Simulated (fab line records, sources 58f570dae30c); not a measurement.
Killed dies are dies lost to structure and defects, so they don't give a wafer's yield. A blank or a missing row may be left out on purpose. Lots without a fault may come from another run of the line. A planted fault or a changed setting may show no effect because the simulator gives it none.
One fault seen from 2 desks | flow berkeley_cmos170 | each desk has only its own numbers; what lay behind them comes last

THE METROLOGY DESK
What the gauges read, lot by lot, whatever tool the lot ran on: means of the sampled wafers that have a number. A lot is out of limits, marked OUT, if its mean lies more than 4 standard deviations from the usual mean; the brackets give that distance.
Columns: A = cd_nm at UCB170_ACTIVE_CD_MEAS_90, usual 1199.8 nm; B = CONTACT_PSG_THK at UCB170_CONTACT_THK_MEAS_02, usual 700 nm; C = CONTACT_OVL at UCB170_CONTACT_OVL_MEAS_16, usual 0 nm
lot  | first seen here | A      | B              | C
L581 | day 4 03:52     | 1201.9 | 705            | -2
L582 | day 4 13:07     | 1197.5 | 703            | 3
L583 | day 4 13:16     | 1197.6 | 703            | 4
L585 | day 4 21:50     | 1199.5 | 716            | -4
L586 | day 5 12:22     | 1202.2 | 704            | -6
L587 | day 5 12:36     | 1196.1 | 694            | 3
L590 | day 6 03:04     | 1200.2 | 714            | 3
L588 | day 6 03:48     | 1197.5 | 697            | 5
L591 | day 6 11:57     | 1200.5 | 704            | 7
L594 | day 6 18:07     | 1200.1 | 688            | -7
L598 | day 7 14:12     | 1200.3 | 748 (+6.1) OUT | -2
L599 | day 8 00:56     | 1199.5 | 737 (+4.7) OUT | 7
L600 | day 8 01:17     | 1201.8 | 742 (+5.3) OUT | -1
L601 | day 8 13:50     | 1200.1 | 696            | 0
L604 | day 8 23:02     | 1199.3 | 695            | -5
This desk's finding: out of limits on L598, L599, L600; first on L598, day 10 09:59 (CONTACT_PSG_THK at UCB170_CONTACT_THK_MEAS_02). In limits: L581, L582, L583, L585, L586, L587, L590, L588, L591, L594, L601, L604.

THE TOOL OWNER'S DESK: lpcvd-02
The tool's own readings at UCB170_CONTACT_CVD_01 (deposits PSG from SiH4/O2/PH3, target thk 700 nm, time 2820 s): means of the sampled wafers that have a number, for each lot that ran on this tool. A lot is out of limits, marked OUT, if its mean lies more than 4 standard deviations from the usual mean; the brackets give that distance.
Columns: A = ph3_flow_sccm at UCB170_CONTACT_CVD_01, usual 25.00 sccm
lot  | first seen here | A
L581 | day 6 18:19     | 24.90
L585 | day 7 12:42     | 25.00
L588 | day 8 12:46     | 25.10
L594 | day 9 07:05     | 24.92
L598 | day 10 08:11    | 25.08
L599 | day 10 09:58    | 25.03
L600 | day 10 09:58    | 24.96
This desk's finding: nothing out of limits on any of the 7 lots.

PUT TOGETHER
The metrology desk could have raised an alarm at day 10 09:59, on L598, L599, L600.
The tool owner's desk saw nothing out of limits.
The tool owner's desk has L598, L599, L600 on record, within its limits.
Of the lots named, all ran UCB170_CONTACT_CVD_01 on lpcvd-02.

WHAT THE SIMULATOR HAD PUT IN
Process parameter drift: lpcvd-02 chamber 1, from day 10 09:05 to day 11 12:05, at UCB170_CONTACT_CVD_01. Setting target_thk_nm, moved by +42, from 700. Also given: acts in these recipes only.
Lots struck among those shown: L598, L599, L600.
Hours from the fault's start to each desk's first reading out of limits: the metrology desk, 1.
